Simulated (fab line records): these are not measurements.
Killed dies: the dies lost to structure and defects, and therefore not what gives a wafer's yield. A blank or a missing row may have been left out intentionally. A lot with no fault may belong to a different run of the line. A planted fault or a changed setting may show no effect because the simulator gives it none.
fab line records	flow ritCmos
[record] lots = 14	wafers = 42	lastDay = 7
route steps=202 shown PWELL@45 NLDD@109 M1@202
lots with no fault: from the same line, run without faults
startH: start of the lot's first displayed wafer, in hours after the record's first day	waitH: hours elapsed since this lot's preceding step	" identical to the entry in the row above	L1.1+2: a single row standing in for several wafers	- no value present, or no start provided	* or withheld: withheld	< > ~ a bound
route shown NAME@n: NAME is a module with steps in the file, n the number in the route of the first one	usual: mean and standard deviation over wafers with no fault	same: alike in all rows	chamber/n: place in a boat	sites: per-site readings	_std_site: the standard deviation of these	_edge_site: mean of outer sites minus mean of inner sites	radiusMm: for every site, how far away it sits from the centre of the wafer	mask NAME#n: copy n	behind: the last tool/chamber to shape the wafer	hold: cause of the lot's hold/its duration in hours/its outcome	device: whichever transistor did not switch (one of n, p or np)	end of line: the same wafers' tests at the end of the route	for a step that has no rows: nothing shown but its recipe	killed: not the wafer's yield, but the dies lost to structure and defects at the first sort	map: shows each die of a wafer: x if killed, . if not, _ if none is there
set.NAME: setting as actually run; set.NAME@STEP: the setting as run at that earlier step	model.NAME: the simulator's own value behind a step, which no gauge read
the route's steps for a sample of lots (tables are steps, rows are wafers)
services: the hour from which a tool's chamber was out of use, counted from the record's first day as startH (under 0 if before that day), plus the number of hours and why
[[steps]]
[step RIT_PWELL_OVL_MEAS_06]
[usual] PWELL_OVL = -0.7/1.5
lot.wafer	tool	chamber	startH	waitH	PWELL_OVL[nm]
L889.1	overlay-02	-	22.93	-	1.0
L889.2	"	-	"	"	1.2
L889.5	"	-	"	"	-0.2
L890.1	overlay-01	-	27.08	-	-3.6
L890.3	"	-	"	"	-1.8
L890.6	"	-	"	"	-1.1
L893.1	overlay-01	-	42.47	-	-1.7
L893.3	"	-	"	"	-1.1
L893.4	"	-	"	"	-2.6
L894.2	overlay-01	-	47.00	-	1.0
L894.3	"	-	"	"	1.1
L894.4	"	-	"	"	3.0
L897.1	overlay-02	-	63.36	-	-3.6
L897.2	"	-	"	"	-2.1
L897.3	"	-	"	"	-0.4
L901.4	overlay-01	-	81.95	-	-1.6
L901.5	"	-	"	"	-0.6
L901.6	"	-	"	"	-0.6
L902.4	overlay-02	-	87.69	-	-2.0
L902.5	"	-	"	"	-2.0
L902.6	"	-	"	"	-0.8
L903.1	overlay-01	-	91.80	-	0.7
L903.2	"	-	"	"	0.1
L903.3	"	-	"	"	0.7
L904.3	overlay-02	-	96.82	-	-0.9
L904.4	"	-	"	"	0.1
L904.5	"	-	"	"	1.4
L906.1	overlay-02	-	108.00	-	-0.3
L906.4	"	-	"	"	-0.8
L906.5	"	-	"	"	-1.3
L907.3	overlay-02	-	112.17	-	-1.2
L907.5	"	-	"	"	0.3
L907.6	"	-	"	"	0.0
L908.1	overlay-01	-	116.96	-	-0.6
L908.2	"	-	"	"	1.1
L908.4	"	-	"	"	-0.3
L911.1	overlay-01	-	131.86	-	-3.0
L911.4	"	-	"	"	-2.7
L911.6	"	-	"	"	-3.3
L912.2	overlay-02	-	137.05	-	-1.1
L912.4	"	-	"	"	-2.5
L912.6	"	-	"	"	-3.1
[step RIT_WELLDRIVE_RS_MEAS_02]
[recipe] thkMeasGauge = four-point-probe
[usual] PWELL_RS = 429.5/1.2
lot.wafer	tool	chamber	startH	waitH	PWELL_RS[ohm/sq]
L889.1	filmMetro-02	-	28.80	0.1	429.7
L889.2	"	-	"	"	430.5
L889.5	"	-	"	"	429.4
L890.1	filmMetro-02	-	33.74	0.1	426.5
L890.3	"	-	"	"	427.6
L890.6	"	-	"	"	426.9
L893.1	filmMetro-02	-	48.34	0.1	428.6
L893.3	"	-	"	"	427.5
L893.4	"	-	"	"	428.8
L894.2	filmMetro-04	-	53.01	0.1	428.3
L894.3	"	-	"	"	429.6
L894.4	"	-	"	"	429.9
L897.1	filmMetro-02	-	69.23	0.1	430.5
L897.2	"	-	"	"	429.1
L897.3	"	-	"	"	430.3
L901.4	filmMetro-03	-	87.87	0.1	429.7
L901.5	"	-	"	"	430.0
L901.6	"	-	"	"	429.3
L902.4	filmMetro-03	-	93.61	0.1	429.1
L902.5	"	-	"	"	431.1
L902.6	"	-	"	"	429.8
L903.1	filmMetro-02	-	98.22	0.1	428.7
L903.2	"	-	"	"	429.1
L903.3	"	-	"	"	427.8
L904.3	filmMetro-04	-	102.72	0.1	427.9
L904.4	"	-	"	"	428.0
L904.5	"	-	"	"	429.0
L906.1	filmMetro-02	-	113.88	0.1	431.0
L906.4	"	-	"	"	429.7
L906.5	"	-	"	"	430.1
L907.3	filmMetro-02	-	118.68	0.1	429.3
L907.5	"	-	"	"	430.4
L907.6	"	-	"	"	432.2
L908.1	filmMetro-02	-	123.59	0.1	431.1
L908.2	"	-	"	"	431.2
L908.4	"	-	"	"	430.5
L911.1	filmMetro-02	-	138.65	0.1	428.5
L911.4	"	-	"	"	428.8
L911.6	"	-	"	"	427.5
L912.2	filmMetro-03	-	142.94	0.1	430.1
L912.4	"	-	"	"	429.6
L912.6	"	-	"	"	429.2
[step RIT_NLDD_OVL_MEAS_06]
[usual] NLDD_OVL = 0.2/1.1
lot.wafer	tool	chamber	startH	waitH	NLDD_OVL[nm]
L889.1	overlay-02	-	41.45	-	-1.2
L889.2	"	-	"	"	0.3
L889.5	"	-	"	"	-1.1
L890.1	overlay-01	-	47.16	-	1.7
L890.3	"	-	"	"	2.4
L890.6	"	-	"	"	2.2
L893.1	overlay-01	-	61.00	-	-0.4
L893.3	"	-	"	"	-3.1
L893.4	"	-	"	"	-1.4
L894.2	overlay-02	-	65.89	-	1.1
L894.3	"	-	"	"	1.6
L894.4	"	-	"	"	0.6
L897.1	overlay-01	-	82.15	-	0.1
L897.2	"	-	"	"	0.6
L897.3	"	-	"	"	-0.8
L901.4	overlay-01	-	102.76	-	2.2
L901.5	"	-	"	"	0.6
L901.6	"	-	"	"	2.4
L902.4	overlay-01	-	106.06	-	1.1
L902.5	"	-	"	"	0.3
L902.6	"	-	"	"	-1.2
L903.1	overlay-01	-	111.64	-	-0.3
L903.2	"	-	"	"	-1.2
L903.3	"	-	"	"	-0.7
L904.3	overlay-01	-	115.62	-	-1.2
L904.4	"	-	"	"	1.0
L904.5	"	-	"	"	1.1
L906.1	overlay-02	-	127.49	-	0.5
L906.4	"	-	"	"	1.6
L906.5	"	-	"	"	1.6
L907.3	overlay-02	-	131.92	-	0.8
L907.5	"	-	"	"	0.8
L907.6	"	-	"	"	-0.6
L908.1	overlay-01	-	135.99	-	-2.1
L908.2	"	-	"	"	2.0
L908.4	"	-	"	"	-0.4
L911.1	overlay-02	-	153.35	-	0.6
L911.4	"	-	"	"	0.9
L911.6	"	-	"	"	-0.2
L912.2	overlay-01	-	157.72	-	-0.4
L912.4	"	-	"	"	-0.2
L912.6	"	-	"	"	-1.0
[step RIT_NLDD_IMPLANT_08]
[recipe] species = P	energyKev = 20	doseCm2 = 5e+14	tiltDeg = 7
[usual] doseIonsCm2 = 5e+14/5.8e+11	endStationPressureTorr = 6.2e-06/3.5e-07	faradayCurrentUA = 1575/32
lot.wafer	tool	chamber	startH	waitH	doseIonsCm2	endStationPressureTorr	faradayCurrentUA
L889.1	implanter-03	0	41.77	0.1	5.005e+14	6.6e-06	1592
L889.2	"	0	"	"	5.007e+14	6e-06	1613
L889.5	"	0	"	"	5.001e+14	6.6e-06	1583
L890.1	implanter-01	0	47.38	0.1	4.999e+14	6.2e-06	1575
L890.3	"	0	"	"	4.995e+14	6.7e-06	1525
L890.6	"	0	"	"	5.002e+14	6.1e-06	1560
L893.1	implanter-02	0	61.19	0.1	5.001e+14	6e-06	1557
L893.3	"	0	"	"	5.008e+14	6.2e-06	1563
L893.4	"	0	"	"	4.996e+14	5.8e-06	1612
L894.2	implanter-01	0	66.11	0.1	4.992e+14	6.4e-06	1588
L894.3	"	0	"	"	4.996e+14	6.3e-06	1556
L894.4	"	0	"	"	4.991e+14	6.1e-06	1539
L897.1	implanter-01	0	82.33	0.1	1.003e+14	5.3e-06	299
L897.2	"	0	"	"	1.014e+14	5e-06	320
L897.3	"	0	"	"	1.006e+14	5.1e-06	317
L901.4	implanter-03	0	103.01	0.1	4.994e+14	6.4e-06	1490
L901.5	"	0	"	"	4.997e+14	7e-06	1613
L901.6	"	0	"	"	5.001e+14	6.4e-06	1592
L902.4	implanter-01	0	106.31	0.1	1.005e+14	5.6e-06	314
L902.5	"	0	"	"	9.92e+13	4.9e-06	320
L902.6	"	0	"	"	9.95e+13	4.9e-06	319
L903.1	implanter-03	0	111.83	0.1	5.007e+14	6.1e-06	1583
L903.2	"	0	"	"	5.004e+14	6.8e-06	1608
L903.3	"	0	"	"	5.004e+14	6.7e-06	1587
L904.3	implanter-02	0	115.84	0.1	4.993e+14	6.2e-06	1558
L904.4	"	0	"	"	4.996e+14	6.4e-06	1628
L904.5	"	0	"	"	5.005e+14	6.6e-06	1606
L906.1	implanter-03	0	127.68	0.1	4.992e+14	6.1e-06	1577
L906.4	"	0	"	"	4.99e+14	5.9e-06	1635
L906.5	"	0	"	"	4.986e+14	6.1e-06	1597
L907.3	implanter-02	0	132.14	0.1	5.005e+14	6.4e-06	1581
L907.5	"	0	"	"	4.997e+14	6.5e-06	1653
L907.6	"	0	"	"	4.997e+14	5.9e-06	1552
L908.1	implanter-03	0	136.17	0.1	5.001e+14	6.6e-06	1607
L908.2	"	0	"	"	4.998e+14	6.3e-06	1541
L908.4	"	0	"	"	5e+14	6.2e-06	1545
L911.1	implanter-03	0	153.54	0.1	5.001e+14	5.5e-06	1542
L911.4	"	0	"	"	4.992e+14	6.3e-06	1600
L911.6	"	0	"	"	4.993e+14	5.6e-06	1566
L912.2	implanter-02	0	157.92	0.1	5.002e+14	6.3e-06	1589
L912.4	"	0	"	"	4.999e+14	6e-06	1542
L912.6	"	0	"	"	5.007e+14	6.4e-06	1622
[step RIT_NLDD_TW_MEAS_10]
[usual] NLDD_TW = 2491/21
lot.wafer	tool	chamber	startH	waitH	NLDD_TW
L889.1	filmMetro-01	-	42.09	0.1	2509
L889.2	"	-	"	"	2500
L889.5	"	-	"	"	2506
L890.1	filmMetro-03	-	47.71	0.1	2498
L890.3	"	-	"	"	2492
L890.6	"	-	"	"	2504
L893.1	filmMetro-04	-	61.51	0.1	2468
L893.3	"	-	"	"	2469
L893.4	"	-	"	"	2470
L894.2	filmMetro-04	-	66.42	0.1	2478
L894.3	"	-	"	"	2496
L894.4	"	-	"	"	2487
L897.1	filmMetro-01	-	82.66	0.1	1557
L897.2	"	-	"	"	1548
L897.3	"	-	"	"	1545
L901.4	filmMetro-03	-	103.29	0.1	2506
L901.5	"	-	"	"	2517
L901.6	"	-	"	"	2505
L902.4	filmMetro-04	-	106.59	0.1	1561
L902.5	"	-	"	"	1534
L902.6	"	-	"	"	1545
L903.1	filmMetro-04	-	112.15	0.1	2453
L903.2	"	-	"	"	2441
L903.3	"	-	"	"	2452
L904.3	filmMetro-03	-	116.13	0.1	2510
L904.4	"	-	"	"	2517
L904.5	"	-	"	"	2528
L906.1	filmMetro-03	-	128.00	0.1	2499
L906.4	"	-	"	"	2500
L906.5	"	-	"	"	2498
L907.3	filmMetro-03	-	132.43	0.1	2513
L907.5	"	-	"	"	2512
L907.6	"	-	"	"	2493
L908.1	filmMetro-04	-	136.50	0.1	2460
L908.2	"	-	"	"	2467
L908.4	"	-	"	"	2459
L911.1	filmMetro-04	-	153.86	0.1	2485
L911.4	"	-	"	"	2455
L911.6	"	-	"	"	2446
L912.2	filmMetro-04	-	158.23	0.1	2463
L912.4	"	-	"	"	2453
L912.6	"	-	"	"	2450
[step RIT_SDANNEAL_RS_MEAS_07]
[recipe] thkMeasGauge = four-point-probe
[usual] NLDD_RS = 151.6/0.47
lot.wafer	tool	chamber	startH	waitH	NLDD_RS[ohm/sq]
L889.1	filmMetro-04	-	49.82	0.1	150.9
L889.2	"	-	"	"	151.6
L889.5	"	-	"	"	151.4
L890.1	filmMetro-04	-	55.68	0.1	152.0
L890.3	"	-	"	"	151.7
L890.6	"	-	"	"	151.7
L893.1	filmMetro-04	-	69.37	0.1	151.5
L893.3	"	-	"	"	152.1
L893.4	"	-	"	"	152.3
L894.2	filmMetro-04	-	74.52	0.1	151.7
L894.3	"	-	"	"	150.8
L894.4	"	-	"	"	151.3
L897.1	filmMetro-03	-	90.40	0.1	515.8
L897.2	"	-	"	"	517.8
L897.3	"	-	"	"	522.5
L901.4	filmMetro-03	-	111.17	0.1	151.1
L901.5	"	-	"	"	151.5
L901.6	"	-	"	"	151.7
L902.4	filmMetro-03	-	114.49	0.1	507.2
L902.5	"	-	"	"	509.1
L902.6	"	-	"	"	510.0
L903.1	filmMetro-03	-	120.16	0.1	152.5
L903.2	"	-	"	"	153.1
L903.3	"	-	"	"	152.2
L904.3	filmMetro-04	-	124.05	0.1	151.1
L904.4	"	-	"	"	151.4
L904.5	"	-	"	"	151.5
L906.1	filmMetro-04	-	135.98	0.1	152.3
L906.4	"	-	"	"	152.2
L906.5	"	-	"	"	152.0
L907.3	filmMetro-03	-	140.36	0.1	151.3
L907.5	"	-	"	"	151.0
L907.6	"	-	"	"	151.9
L908.1	filmMetro-03	-	144.53	0.1	151.8
L908.2	"	-	"	"	151.9
L908.4	"	-	"	"	152.2
L911.1	filmMetro-03	-	162.10	0.1	150.6
L911.4	"	-	"	"	151.7
L911.6	"	-	"	"	152.2
L912.2	filmMetro-04	-	166.10	0.1	151.3
L912.4	"	-	"	"	151.6
L912.6	"	-	"	"	151.1
[step RIT_M1_PROBE_99]
[usual] killedAtContacts = 0.1/0.26	killedAtFrontEnd = 7.5/2.8	killedDies = 7.6/2.8	killedOpen = 3.9/2.1	killedShort = 3.7/1.7
[same] grossDies = 264	killed_at_M0_to_M3 = 0	killed_at_M4_up = 0	killedAtBackSide = 0	killedAtOther = 0
lot.wafer	tool	chamber	startH	waitH	killedAtContacts	killedAtFrontEnd	killedDies	killedOpen	killedShort
L889.1	prober-01	-	57.54	0.1	0	8	8	5	3
L889.2	prober-01	-	57.59	0.1	0	7	7	4	3
L889.5	prober-01	-	57.74	0.2	0	4	4	1	3
L890.1	prober-02	-	62.69	0.1	0	10	10	2	8
L890.3	prober-02	-	62.79	0.2	0	10	10	3	7
L890.6	prober-02	-	62.94	0.2	0	8	8	4	4
L893.1	prober-01	-	76.58	0.1	1	8	9	4	5
L893.3	prober-01	-	76.68	0.2	1	4	5	2	3
L893.4	prober-01	-	76.73	0.2	0	6	6	2	4
L894.2	prober-02	-	81.57	0.1	0	6	6	4	2
L894.3	prober-02	-	81.62	0.2	0	12	12	8	4
L894.4	prober-02	-	81.67	0.2	0	7	7	4	3
L897.1	prober-01	-	97.45	0.1	0	6	6	4	2
L897.2	prober-01	-	97.50	0.1	0	7	7	4	3
L897.3	prober-01	-	97.55	0.2	0	8	8	5	3
L901.4	prober-01	-	118.66	0.2	0	7	7	3	4
L901.5	prober-01	-	118.71	0.2	0	7	7	3	4
L901.6	prober-01	-	118.76	0.2	0	13	13	8	5
L902.4	prober-02	-	121.61	0.2	0	8	8	3	5
L902.5	prober-02	-	121.66	0.2	1	3	4	1	3
L902.6	prober-02	-	121.71	0.2	0	6	6	3	3
L903.1	prober-01	-	128.44	0.1	0	9	9	3	6
L903.2	prober-01	-	128.49	0.1	0	4	4	2	2
L903.3	prober-01	-	128.54	0.2	0	1	1	1	0
L904.3	prober-02	-	131.25	0.2	0	15	15	10	5
L904.4	prober-02	-	131.30	0.2	0	6	6	2	4
L904.5	prober-02	-	131.35	0.2	0	2	2	0	2
L906.1	prober-02	-	143.15	0.1	0	8	8	3	5
L906.4	prober-02	-	143.30	0.2	0	4	4	3	1
L906.5	prober-02	-	143.35	0.2	0	4	4	1	3
L907.3	prober-01	-	148.71	0.2	0	6	6	3	3
L907.5	prober-01	-	148.81	0.2	0	5	5	4	1
L907.6	prober-01	-	148.86	0.2	0	6	6	4	2
L908.1	prober-02	-	151.61	0.1	0	9	9	5	4
L908.2	prober-02	-	151.66	0.1	0	9	9	5	4
L908.4	prober-02	-	151.76	0.2	0	7	7	2	5
L911.1	prober-01	-	169.48	0.1	0	4	4	2	2
L911.4	prober-01	-	169.63	0.2	0	9	9	6	2
L911.6	prober-01	-	169.73	0.2	0	12	12	6	4
L912.2	prober-02	-	173.58	0.1	0	8	8	3	5
L912.4	prober-02	-	173.68	0.2	0	11	11	6	5
L912.6	prober-02	-	173.78	0.2	0	8	8	4	4
// killed by level:class
L889.1 GATE:geometricParticle:open=3 SPACER:geometricParticle:short=2 FOX1:geometricParticle:open=1 FOX2:geometricParticle:open=1 GATE:geometricParticle:short=1
L889.2 REOX:geometricParticle:short=3 GATE:geometricParticle:open=2 REOX:geometricParticle:open=1 SPACER:geometricParticle:open=1
L889.5 FOX1:geometricParticle:short=1 GATE:geometricParticle:short=1 GATE:geometricParticle:open=1 SPACER:geometricParticle:short=1
L890.1 GATE:geometricParticle:short=3 FOX1:geometricParticle:open=2 REOX:geometricParticle:short=2 SPACER:geometricParticle:short=2 FOX2:geometricParticle:short=1
L890.3 GATE:geometricParticle:short=2 GATE:geometricParticle:open=2 REOX:geometricParticle:short=2 FOX1:geometricParticle:short=1 FOX2:geometricParticle:short=1 SPACER:geometricParticle:open=1 SILICIDE:geometricParticle:short=1
L890.6 REOX:geometricParticle:open=2 REOX:geometricParticle:short=2 SPACER:geometricParticle:short=2 FOX2:geometricParticle:open=1 SPACER:geometricParticle:open=1
L893.1 GATE:geometricParticle:short=3 SPACER:geometricParticle:open=2 SILICIDE:geometricParticle:short=2 FOX2:geometricParticle:open=1 CONTACT:geometricParticle:open=1
L893.3 GATE:geometricParticle:short=3 FOX1:geometricParticle:open=1 CONTACT:geometricParticle:open=1
L893.4 SPACER:geometricParticle:short=3 GATE:geometricParticle:open=1 SILICIDE:geometricParticle:short=1 SILICIDE:geometricParticle:open=1
L894.2 FOX1:geometricParticle:open=3 GATE:geometricParticle:short=1 GATE:geometricParticle:open=1 SILICIDE:geometricParticle:short=1
L894.3 GATE:geometricParticle:open=5 GATE:geometricParticle:short=4 FOX1:geometricParticle:open=1 REOX:geometricParticle:open=1 SPACER:geometricParticle:open=1
L894.4 REOX:geometricParticle:open=3 FOX1:geometricParticle:short=1 FOX1:geometricParticle:open=1 SPACER:geometricParticle:short=1 SILICIDE:geometricParticle:short=1
L897.1 FOX2:geometricParticle:open=2 FOX1:geometricParticle:open=1 REOX:geometricParticle:short=1 SPACER:geometricParticle:short=1 SILICIDE:geometricParticle:open=1
L897.2 SPACER:geometricParticle:open=2 FOX1:geometricParticle:open=1 GATE:geometricParticle:short=1 GATE:geometricParticle:open=1 REOX:geometricParticle:short=1 SPACER:geometricParticle:short=1
L897.3 SPACER:geometricParticle:open=3 GATE:geometricParticle:short=1 REOX:geometricParticle:short=1 REOX:geometricParticle:open=1 SPACER:geometricParticle:short=1 SILICIDE:geometricParticle:open=1
L901.4 SPACER:geometricParticle:short=2 FOX1:geometricParticle:open=1 FOX2:geometricParticle:open=1 GATE:geometricParticle:short=1 REOX:geometricParticle:open=1 REOX:geometricParticle:short=1
L901.5 SPACER:geometricParticle:open=2 FOX1:geometricParticle:short=1 FOX2:geometricParticle:short=1 GATE:geometricParticle:open=1 GATE:geometricParticle:short=1 SPACER:geometricParticle:short=1
L901.6 GATE:geometricParticle:open=4 FOX1:geometricParticle:open=2 FOX1:geometricParticle:short=2 SPACER:geometricParticle:short=2 FOX2:geometricParticle:open=1 REOX:geometricParticle:short=1 SPACER:geometricParticle:open=1
L902.4 SPACER:geometricParticle:short=2 SPACER:geometricParticle:open=2 SILICIDE:geometricParticle:short=2 GATE:geometricParticle:short=1 GATE:geometricParticle:open=1
L902.5 SPACER:geometricParticle:short=1 SILICIDE:geometricParticle:short=1 SILICIDE:geometricParticle:open=1 CONTACT:geometricParticle:short=1
L902.6 FOX1:geometricParticle:open=1 FOX2:geometricParticle:open=1 GATE:geometricParticle:short=1 GATE:geometricParticle:open=1 SPACER:geometricParticle:short=1 SILICIDE:geometricParticle:short=1
L903.1 GATE:geometricParticle:short=3 FOX2:geometricParticle:short=2 SPACER:geometricParticle:open=2 FOX1:geometricParticle:open=1 SILICIDE:geometricParticle:short=1
L903.2 GATE:geometricParticle:short=1 GATE:geometricParticle:open=1 SPACER:geometricParticle:open=1 SILICIDE:geometricParticle:short=1
L903.3 GATE:geometricParticle:open=1
L904.3 SPACER:geometricParticle:open=4 FOX1:geometricParticle:open=2 FOX1:geometricParticle:short=2 GATE:geometricParticle:short=2 REOX:geometricParticle:open=2 GATE:geometricParticle:open=1 SPACER:geometricParticle:short=1 SILICIDE:geometricParticle:open=1
L904.4 FOX1:geometricParticle:short=1 FOX2:geometricParticle:short=1 REOX:geometricParticle:open=1 SPACER:geometricParticle:open=1 SPACER:geometricParticle:short=1 SILICIDE:geometricParticle:short=1
L904.5 FOX1:geometricParticle:short=1 GATE:geometricParticle:short=1
L906.1 SPACER:geometricParticle:short=2 FOX1:geometricParticle:short=1 FOX1:geometricParticle:open=1 FOX2:geometricParticle:short=1 FOX2:geometricParticle:open=1 GATE:geometricParticle:short=1 SILICIDE:geometricParticle:open=1
L906.4 SPACER:geometricParticle:open=2 GATE:geometricParticle:open=1 GATE:geometricParticle:short=1
L906.5 FOX1:geometricParticle:open=1 FOX1:geometricParticle:short=1 GATE:geometricParticle:short=1 SILICIDE:geometricParticle:short=1
L907.3 GATE:geometricParticle:open=3 FOX1:geometricParticle:short=1 GATE:geometricParticle:short=1 REOX:geometricParticle:short=1
L907.5 FOX1:geometricParticle:open=2 GATE:geometricParticle:open=2 GATE:geometricParticle:short=1
L907.6 FOX1:geometricParticle:open=1 GATE:geometricParticle:open=1 GATE:geometricParticle:short=1 REOX:geometricParticle:short=1 REOX:geometricParticle:open=1 SPACER:geometricParticle:open=1
L908.1 GATE:geometricParticle:short=3 FOX1:geometricParticle:open=2 GATE:geometricParticle:open=1 SPACER:geometricParticle:open=1 SPACER:geometricParticle:short=1 SILICIDE:geometricParticle:open=1
L908.2 GATE:geometricParticle:open=3 FOX2:geometricParticle:short=2 FOX1:geometricParticle:short=1 GATE:geometricParticle:short=1 SPACER:geometricParticle:open=1 SILICIDE:geometricParticle:open=1
L908.4 FOX1:geometricParticle:short=2 ACTIVE:geometricParticle:short=1 FOX2:geometricParticle:short=1 GATE:geometricParticle:open=1 SPACER:geometricParticle:short=1 SILICIDE:geometricParticle:open=1
L911.1 GATE:geometricParticle:short=2 FOX1:geometricParticle:open=1 GATE:geometricParticle:open=1
L911.4 GATE:geometricParticle:open=2 REOX:geometricParticle:open=2 SPACER:geometricParticle:short=2 FOX1:geometricParticle:open=1 SPACER:geometricParticle:open=1 PSD:coatMicrobubblePrinted=1
L911.6 FOX1:geometricParticle:open=3 GATE:geometricParticle:short=3 PSD:coatMicrobubblePrinted=2 FOX2:geometricParticle:open=1 GATE:geometricParticle:open=1 REOX:geometricParticle:open=1 SILICIDE:geometricParticle:short=1
L912.2 GATE:geometricParticle:short=3 FOX1:geometricParticle:short=2 FOX2:geometricParticle:open=1 REOX:geometricParticle:open=1 SPACER:geometricParticle:open=1
L912.4 SILICIDE:geometricParticle:open=3 FOX1:geometricParticle:open=2 GATE:geometricParticle:short=2 SILICIDE:geometricParticle:short=2 REOX:geometricParticle:open=1 SPACER:geometricParticle:short=1
L912.6 SILICIDE:geometricParticle:open=2 FOX1:geometricParticle:open=1 FOX1:geometricParticle:short=1 FOX2:geometricParticle:short=1 GATE:geometricParticle:short=1 GATE:geometricParticle:open=1 SILICIDE:geometricParticle:short=1
[[services]]
tool	chamber	startH	hours	kind
implanter-03	-	23.31	1.1	repair
implanter-02	-	26.43	3.8	repair
implanter-01	-	43.62	3.7	pm
implanter-02	-	57.03	3.3	repair
implanter-03	-	58.39	4.1	pm
implanter-02	-	141.49	2.8	repair
implanter-01	-	152.90	3.9	repair
[[key]]
[firstSign] step = RIT_NLDD_IMPLANT_08	reading = doseIonsCm2	direction = down	sigmas = 99+	usual = 5e+14	struck = 1.003e+14
[effect] step = RIT_NLDD_IMPLANT_08	reading = faradayCurrentUA	direction = down	sigmas = 39	usual = 1575	struck = 315
[effect] step = RIT_NLDD_TW_MEAS_10	reading = NLDD_TW	direction = down	sigmas = 46	usual = 2491	struck = 1548
[effect] step = RIT_SDANNEAL_RS_MEAS_07	reading = NLDD_RS	direction = up	sigmas = 99+	usual = 151.6	struck = 513.7
metAt RIT_NLDD_IMPLANT_08
struckLots L897,L902
testerLeftOut L897,L902
notActingAt RIT_PWELL_OVL_MEAS_06,RIT_WELLDRIVE_RS_MEAS_02,RIT_NLDD_OVL_MEAS_06
onsetBetween 66.11 82.33
[fault] kind = processParameterDrift	tool = implanter-01	chamber = -	onsetH = 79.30	steps = RIT_NLDD_IMPLANT_08	channel = doseCm2	offset = -4e+14	shape = step	endH = 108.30	actsIn = theseRecipesOnly	stated = 5e+14
// testerLeftOut: of these lots the tester's yield and bins aren't shown, on N5 and GAA mostly nor the transistor test; their killed dies are dies lost to structure and defects alone, not to doping, threshold or leakage, so they don't give the yield
